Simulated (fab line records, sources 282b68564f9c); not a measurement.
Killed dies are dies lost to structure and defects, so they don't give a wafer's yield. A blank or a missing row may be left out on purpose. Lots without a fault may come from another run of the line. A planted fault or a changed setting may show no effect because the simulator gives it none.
Which tool did it? | flow rit_cmos | 15 lots, 45 wafers sampled, at 5 steps of a route of 202

WHAT THE GAUGES READ, wafer by wafer
RIT_NRETRO_TW_MEAS_10.
lot  | measured    | on            | NRETRO_TW
L469 | day 2 10:33 | film_metro-04 | 1039 1038 1038
L473 | day 3 07:28 | film_metro-04 | 1036 1039 1031
L474 | day 3 11:13 | film_metro-02 | 1053 1053 1058
L475 | day 3 14:20 | film_metro-04 | 1035 1040 1040
L476 | day 3 18:26 | film_metro-03 | 1059 1056 1052
L477 | day 3 23:38 | film_metro-02 | 1053 1059 1060
L481 | day 5 02:47 | film_metro-04 | 1041 1042 1041
L482 | day 5 09:20 | film_metro-04 | 1043 1044 1045
L483 | day 5 09:39 | film_metro-03 | 1049 1052 1050
L485 | day 5 23:08 | film_metro-02 | 1051 1050 1054
L487 | day 6 09:59 | film_metro-02 | 1050 1052 1051
L488 | day 6 13:17 | film_metro-02 | 1049 1049 1047
L490 | day 6 19:14 | film_metro-03 | 1048 1050 1044
L491 | day 7 03:07 | film_metro-04 | 1041 1038 1035
L492 | day 7 06:44 | film_metro-02 | 1057 1056 1061

RIT_PSD_OVL_MEAS_06.
lot  | measured    | on         | PSD_OVL (nm)
L469 | day 3 10:55 | overlay-01 | -1.6 -0.4 -0.6
L473 | day 4 03:28 | overlay-01 | 1.9 -0.6 2.3
L474 | day 4 07:28 | overlay-01 | 1.4 1.9 3.0
L475 | day 4 10:03 | overlay-02 | -0.6 0.7 -0.5
L476 | day 4 14:16 | overlay-02 | 1.6 1.6 0.5
L477 | day 4 22:42 | overlay-01 | -0.6 -1.1 -1.4
L481 | day 6 05:44 | overlay-02 | -0.4 0.4 2.5
L482 | day 6 11:23 | overlay-02 | 0.0 0.6 0.0
L483 | day 6 11:52 | overlay-01 | -0.6 -0.7 0.6
L485 | day 6 22:16 | overlay-02 | 1.8 0.0 -0.2
L487 | day 7 06:01 | overlay-01 | -1.7 -1.5 0.7
L488 | day 7 10:38 | overlay-02 | 1.0 1.1 2.0
L490 | day 7 17:58 | overlay-01 | 2.4 0.5 1.4
L491 | day 7 23:01 | overlay-01 | 0.5 0.3 -0.9
L492 | day 8 01:48 | overlay-02 | 0.9 1.1 1.0

RIT_PSD_TW_MEAS_10.
lot  | measured    | on            | PSD_TW
L469 | day 3 11:26 | film_metro-03 | 3454 3460 3477
L473 | day 4 03:59 | film_metro-02 | 3454 3460 3463
L474 | day 4 07:59 | film_metro-03 | 3438 3416 3431
L475 | day 4 10:34 | film_metro-03 | 3447 3427 3452
L476 | day 4 14:47 | film_metro-03 | 3449 3445 3455
L477 | day 4 23:13 | film_metro-04 | 3439 3441 3464
L481 | day 6 06:15 | film_metro-03 | 3577 3565 3566 3557 3557 3580
L482 | day 6 12:02 | film_metro-02 | 3552 3578 3552 3531 3553 3534
L483 | day 6 12:25 | film_metro-04 | 3430 3415 3424
L485 | day 6 22:47 | film_metro-03 | 3545 3562 3569 3563 3547 3546
L487 | day 7 06:32 | film_metro-03 | 3462 3471 3480
L488 | day 7 11:16 | film_metro-04 | 3422 3406 3408
L490 | day 7 18:29 | film_metro-04 | 3405 3410 3431
L491 | day 7 23:43 | film_metro-02 | 3458 3462 3458
L492 | day 8 02:19 | film_metro-02 | 3460 3470 3452

RIT_SDANNEAL_RS_MEAS_04: measures by four-point-probe.
lot  | measured    | on            | PSD_RS (ohm/sq)
L469 | day 3 11:57 | film_metro-04 | 115.63 116.02 116.03
L473 | day 4 04:30 | film_metro-03 | 115.90 116.25 116.21
L474 | day 4 08:29 | film_metro-02 | 116.10 115.75 115.91
L475 | day 4 11:15 | film_metro-02 | 116.36 115.91 116.32
L476 | day 4 15:19 | film_metro-03 | 115.70 115.93 116.23
L477 | day 4 23:44 | film_metro-04 | 116.28 116.50 116.00
L481 | day 6 11:01 | film_metro-03 | 108.88 108.74 108.81 108.88 108.61 108.70
L483 | day 6 12:54 | film_metro-03 | 115.72 115.59 115.79
L485 | day 7 01:20 | film_metro-02 | 108.84 109.06 109.22 108.79 109.37 109.28
L487 | day 7 07:14 | film_metro-02 | 116.37 116.29 116.40
L488 | day 7 11:56 | film_metro-02 | 116.58 116.24 116.33
L490 | day 7 19:11 | film_metro-02 | 115.59 115.73 115.69
L491 | day 8 00:13 | film_metro-02 | 116.33 116.30 116.15
L492 | day 8 02:50 | film_metro-02 | 115.99 115.82 115.75

WHICH TOOL RAN EACH LOT (tool, then ch and the chambers of the sampled wafers, then the start)
lot  | RIT_PSD_IMPLANT_08
L469 | implanter-02 ch 0, day 3 11:08
L473 | implanter-02 ch 0, day 4 03:39
L474 | implanter-02 ch 0, day 4 07:40
L475 | implanter-02 ch 0, day 4 10:17
L476 | implanter-02 ch 0, day 4 14:29
L477 | implanter-01 ch 0, day 4 22:53
L481 | implanter-02 ch 0, day 6 05:55
L482 | implanter-02 ch 0, day 6 11:34
L483 | implanter-03 ch 0, day 6 12:05
L485 | implanter-02 ch 0, day 6 22:28
L487 | implanter-03 ch 0, day 7 06:14
L488 | implanter-01 ch 0, day 7 10:56
L490 | implanter-01 ch 0, day 7 18:11
L491 | implanter-01 ch 0, day 7 23:23
L492 | implanter-01 ch 0, day 8 01:59
- RIT_PSD_IMPLANT_08

WHAT THE TOOLS THEMSELVES READ (means of the sampled wafers that have a number; where no wafer has one, the mark that the record gives instead)
RIT_PSD_IMPLANT_08.
lot  | tool         | beam_energy_keV
L469 | implanter-02 | 27.000
L473 | implanter-02 | 26.998
L474 | implanter-02 | 27.003
L475 | implanter-02 | 26.991
L476 | implanter-02 | 26.990
L477 | implanter-01 | 27.006
L481 | implanter-02 | 30.511
L482 | implanter-02 | 30.503
L483 | implanter-03 | 26.992
L485 | implanter-02 | 30.511
L487 | implanter-03 | 27.004
L488 | implanter-01 | 26.997
L490 | implanter-01 | 27.002
L491 | implanter-01 | 26.999
L492 | implanter-01 | 27.003

THE ANSWER, worked out from the rows above alone
Rule: what is usual is taken from the lots themselves. Put in order of their means at a reading, lots are off if they are a third of the lots or fewer, leave a main group of 4 or more, and stand apart from it by a gap of 3 or more times the standard deviation of the main group's means; of several such gaps the widest counts. A main group whose means are all the same, to the digits that the tables above print for the reading, isn't used. A lot without any number at a reading at which 4 lots or more have one is off too. The other lots that the step has rows for count as sound. The gauges are gone through in route order, then the tools' own readings, and for those a lot's mean is taken as printed above. The first step at which some lot is off is used, and at that step the reading that is off furthest; a lot without a number counts as furthest.
Off: L481, L482, L485, at RIT_PSD_TW_MEAS_10 (PSD_TW). The main group: mean 3444, standard deviation 19.
A tool fits if, at a process step before that reading, it ran every lot that is off, and no sound lot after the first of them. The gauges at RIT_PSD_TW_MEAS_10 aren't tried: what is off there is off at RIT_PSD_IMPLANT_08 too, on other tools, and a gauge's error can't cause that. One fits: implanter-02 at RIT_PSD_IMPLANT_08. Its last sound lot is L476 (day 4 14:29), its first lot that is off L481 (day 6 05:55): a fault that began between those two fits.
The tool's own readings at RIT_PSD_IMPLANT_08 bear it out: on the lots that are off they differ by more than 5 times the standard deviation of the sound lots' means. beam_energy_keV reads 30.508 there against 26.999 on the sound lots.

WHAT THE SIMULATOR HAD PUT IN
Process parameter drift: implanter-02, from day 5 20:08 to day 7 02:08, at RIT_PSD_IMPLANT_08. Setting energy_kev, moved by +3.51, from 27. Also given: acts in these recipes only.
Lots struck among those shown: L481, L482, L485. The rule above found the same.
